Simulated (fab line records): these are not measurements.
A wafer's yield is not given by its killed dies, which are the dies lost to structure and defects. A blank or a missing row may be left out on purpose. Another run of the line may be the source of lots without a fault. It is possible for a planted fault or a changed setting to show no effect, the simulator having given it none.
The tool behind it: which one? :: flow rit_cmos :: 45 wafers from 15 lots sampled at 4 of the route's 202 steps

WHAT THE GAUGES SHOWED, per wafer
RIT_PWELL_OVL_MEAS_06.
lot: L574
measured: day 1 21:59
on: overlay-01
PWELL_OVL (nm): -0.4 -1.3 0.2

lot: L575
measured: day 2 05:04
on: overlay-02
PWELL_OVL (nm): -2.1 -0.2 -1.0

lot: L576
measured: day 2 10:29
on: overlay-01
PWELL_OVL (nm): -0.3 1.3 0.9

lot: L577
measured: day 2 14:52
on: overlay-01
PWELL_OVL (nm): 0.4 0.9 -0.6

lot: L578
measured: day 2 20:58
on: overlay-01
PWELL_OVL (nm): -1.3 -2.3 0.1

lot: L579
measured: day 3 01:08
on: overlay-01
PWELL_OVL (nm): 0.3 1.8 0.4

lot: L581
measured: day 3 11:23
on: overlay-01
PWELL_OVL (nm): 1.0 0.7 1.8

lot: L582
measured: day 3 16:15
on: overlay-02
PWELL_OVL (nm): -2.0 -1.6 -2.5

lot: L583
measured: day 3 21:05
on: overlay-02
PWELL_OVL (nm): 0.8 0.8 -0.2

lot: L584
measured: day 4 01:35
on: overlay-01
PWELL_OVL (nm): 1.3 1.6 1.5

lot: L587
measured: day 4 17:49
on: overlay-01
PWELL_OVL (nm): 0.2 0.3 0.0

lot: L588
measured: day 4 21:03
on: overlay-01
PWELL_OVL (nm): 1.1 1.5 -0.1

lot: L589
measured: day 5 03:14
on: overlay-02
PWELL_OVL (nm): 0.1 2.4 1.8

lot: L590
measured: day 5 08:04
on: overlay-02
PWELL_OVL (nm): -0.6 0.8 -2.2

lot: L594
measured: day 6 04:37
on: overlay-01
PWELL_OVL (nm): -0.4 0.3 -0.3

RIT_REOX_THK_MEAS_04.
lot: L574
measured: day 2 18:38
on: film_metro-02
REOX_OXIDE_THK (nm): 25.4 25.1 25.5

lot: L575
measured: day 3 00:40
on: film_metro-02
REOX_OXIDE_THK (nm): 24.8 24.8 24.8

lot: L576
measured: day 3 04:50
on: film_metro-04
REOX_OXIDE_THK (nm): 25.2 24.9 25.1

lot: L577
measured: day 3 12:31
on: film_metro-01
REOX_OXIDE_THK (nm): 25.0 25.1 25.0

lot: L578
measured: day 3 15:17
on: film_metro-02
REOX_OXIDE_THK (nm): 24.0 24.8 24.2

lot: L579
measured: day 3 19:01
on: film_metro-02
REOX_OXIDE_THK (nm): 25.5 25.1 25.7

lot: L581
measured: day 4 09:18
on: film_metro-02
REOX_OXIDE_THK (nm): 25.4 24.6 24.8

lot: L582
measured: day 4 12:05
on: film_metro-04
REOX_OXIDE_THK (nm): 25.3 25.1 25.2

lot: L583
measured: day 4 18:08
on: film_metro-02
REOX_OXIDE_THK (nm): 24.7 25.2 25.2

lot: L584
measured: day 4 21:13
on: film_metro-02
REOX_OXIDE_THK (nm): 25.3 25.1 25.5

lot: L587
measured: day 5 13:14
on: film_metro-02
REOX_OXIDE_THK (nm): 28.2 28.5 28.4

lot: L588
measured: day 5 20:00
on: film_metro-04
REOX_OXIDE_THK (nm): 26.3 25.8 25.9

lot: L589
measured: day 5 22:27
on: film_metro-01
REOX_OXIDE_THK (nm): 27.8 27.2 27.5

lot: L590
measured: day 6 06:16
on: film_metro-01
REOX_OXIDE_THK (nm): 27.4 27.9 27.7

lot: L594
measured: day 7 02:11
on: film_metro-02
REOX_OXIDE_THK (nm): 25.9 25.3 25.3

RIT_PLDD_TW_MEAS_10.
lot: L574
measured: day 2 21:47
on: film_metro-01
PLDD_TW: 2310 2327 2321

lot: L575
measured: day 3 03:43
on: film_metro-01
PLDD_TW: 2318 2319 2311

lot: L576
measured: day 3 08:03
on: film_metro-04
PLDD_TW: 2362 2340 2355

lot: L577
measured: day 3 15:35
on: film_metro-04
PLDD_TW: 2359 2350 2344

lot: L578
measured: day 3 18:15
on: film_metro-01
PLDD_TW: 2311 2310 2297

lot: L579
measured: day 3 21:59
on: film_metro-03
PLDD_TW: 2347 2335 2354

lot: L581
measured: day 4 12:26
on: film_metro-01
PLDD_TW: 2309 2303 2313

lot: L582
measured: day 4 15:17
on: film_metro-04
PLDD_TW: 2336 2361 2367

lot: L583
measured: day 4 21:22
on: film_metro-01
PLDD_TW: 2321 2320 2316

lot: L584
measured: day 5 00:03
on: film_metro-01
PLDD_TW: 2303 2323 2299

lot: L587
measured: day 5 16:13
on: film_metro-01
PLDD_TW: 2312 2304 2314

lot: L588
measured: day 5 22:55
on: film_metro-03
PLDD_TW: 2344 2355 2345

lot: L589
measured: day 6 01:28
on: film_metro-04
PLDD_TW: 2352 2351 2350

lot: L590
measured: day 6 09:22
on: film_metro-01
PLDD_TW: 2304 2308 2308

lot: L594
measured: day 7 05:17
on: film_metro-01
PLDD_TW: 2301 2302 2312

EACH LOT AND THE TOOL THAT RAN IT (in order: tool; ch and the chambers of the sampled wafers; start)
lot: L574
RIT_REOX_OXIDATION_03: furnace-03 ch 0, day 2 16:05

lot: L575
RIT_REOX_OXIDATION_03: furnace-03 ch 0, day 2 22:07

lot: L576
RIT_REOX_OXIDATION_03: furnace-03 ch 0, day 3 02:17

lot: L577
RIT_REOX_OXIDATION_03: furnace-03 ch 0, day 3 09:57

lot: L578
RIT_REOX_OXIDATION_03: furnace-01 ch 0, day 3 12:44

lot: L579
RIT_REOX_OXIDATION_03: furnace-01 ch 0, day 3 16:27

lot: L581
RIT_REOX_OXIDATION_03: furnace-01 ch 0, day 4 06:44

lot: L582
RIT_REOX_OXIDATION_03: furnace-03 ch 0, day 4 09:31

lot: L583
RIT_REOX_OXIDATION_03: furnace-04 ch 0, day 4 15:35

lot: L584
RIT_REOX_OXIDATION_03: furnace-03 ch 0, day 4 18:39

lot: L587
RIT_REOX_OXIDATION_03: furnace-04 ch 0, day 5 10:41

lot: L588
RIT_REOX_OXIDATION_03: furnace-03 ch 0, day 5 17:27

lot: L589
RIT_REOX_OXIDATION_03: furnace-04 ch 0, day 5 19:54

lot: L590
RIT_REOX_OXIDATION_03: furnace-04 ch 0, day 6 03:43

lot: L594
RIT_REOX_OXIDATION_03: furnace-01 ch 0, day 6 23:38
- RIT_REOX_OXIDATION_03: target thk 25.2 nm, ox time 5580 s.

WHAT THE TOOLS THEMSELVES READ (means of the sampled wafers that have a number; where no wafer has one, the mark that the record gives instead)
RIT_REOX_OXIDATION_03.
lot: L574
tool: furnace-03
spike_tc_centre_C (C): 903.4
spike_tc_load_C (C): 925.9
spike_tc_source_C (C): 925.6

lot: L575
tool: furnace-03
spike_tc_centre_C (C): 903.2
spike_tc_load_C (C): 925.8
spike_tc_source_C (C): 925.0

lot: L576
tool: furnace-03
spike_tc_centre_C (C): 902.7
spike_tc_load_C (C): 925.5
spike_tc_source_C (C): 925.0

lot: L577
tool: furnace-03
spike_tc_centre_C (C): 903.2
spike_tc_load_C (C): 925.8
spike_tc_source_C (C): 925.4

lot: L578
tool: furnace-01
spike_tc_centre_C (C): 903.9
spike_tc_load_C (C): 925.8
spike_tc_source_C (C): 920.5

lot: L579
tool: furnace-01
spike_tc_centre_C (C): 903.9
spike_tc_load_C (C): 924.8
spike_tc_source_C (C): 920.2

lot: L581
tool: furnace-01
spike_tc_centre_C (C): 903.6
spike_tc_load_C (C): 925.9
spike_tc_source_C (C): 922.0

lot: L582
tool: furnace-03
spike_tc_centre_C (C): 903.8
spike_tc_load_C (C): 925.7
spike_tc_source_C (C): 925.3

lot: L583
tool: furnace-04
spike_tc_centre_C (C): 903.5
spike_tc_load_C (C): 923.1
spike_tc_source_C (C): 920.8

lot: L584
tool: furnace-03
spike_tc_centre_C (C): 903.2
spike_tc_load_C (C): 926.3
spike_tc_source_C (C): 925.4

lot: L587
tool: furnace-04
spike_tc_centre_C (C): 912.9
spike_tc_load_C (C): 933.8
spike_tc_source_C (C): 930.1

lot: L588
tool: furnace-03
spike_tc_centre_C (C): 902.9
spike_tc_load_C (C): 925.9
spike_tc_source_C (C): 925.0

lot: L589
tool: furnace-04
spike_tc_centre_C (C): 913.3
spike_tc_load_C (C): 933.9
spike_tc_source_C (C): 928.9

lot: L590
tool: furnace-04
spike_tc_centre_C (C): 913.2
spike_tc_load_C (C): 932.3
spike_tc_source_C (C): 930.2

lot: L594
tool: furnace-01
spike_tc_centre_C (C): 903.0
spike_tc_load_C (C): 925.1
spike_tc_source_C (C): 920.6

THE ANSWER, worked out from the rows above alone
Rule: the usual values come from the lots themselves. Put in order of their means at a reading, lots are off if they are a third of the lots or fewer, leave a main group of 4 or more, and stand apart from it by a gap of 3 or more times the standard deviation of the main group's means; of several such gaps the widest counts. A main group whose means are all the same, to the digits that the tables above print for the reading, isn't used. Also off: a lot with no number at a reading for which 4 or more lots have one. Any other lot the step has rows for is counted as sound. Order of review: gauges by route order, followed by the tools' own readings, for which a lot's mean as printed above is used. The first step at which some lot is off is used, and at that step the reading that is off furthest; a lot without a number counts as furthest.
Off: L587, L589, L590, seen at RIT_REOX_THK_MEAS_04 (REOX_OXIDE_THK). The main group has a mean of 25.2 nm with a standard deviation of 0.39.
A tool fits if, at a process step before that reading, it ran every lot that is off, and no sound lot after the first of them. The gauges at RIT_REOX_THK_MEAS_04 aren't tried: what is off there is off at RIT_REOX_OXIDATION_03 too, on other tools, and a gauge's error can't cause that. One candidate fits, namely furnace-04 at RIT_REOX_OXIDATION_03. A fault onset in the window from L583 (day 4 15:35, its last sound lot) to L587 (day 5 10:41, its first lot off) fits.
The tool's own readings at RIT_REOX_OXIDATION_03 bear it out: on the lots that are off they differ by more than 5 times the standard deviation of the sound lots' means. spike_tc_centre_C reads 913.1 C there against 903.4 C on the sound lots; spike_tc_load_C reads 933.3 C there against 925.5 C on the sound lots.

WHAT WAS PUT IN BY THE SIMULATOR
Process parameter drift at RIT_REOX_OXIDATION_03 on furnace-04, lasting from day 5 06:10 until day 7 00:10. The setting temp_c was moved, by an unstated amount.
Struck lots among those shown: L587, L589, L590. Same finding as the rule above.
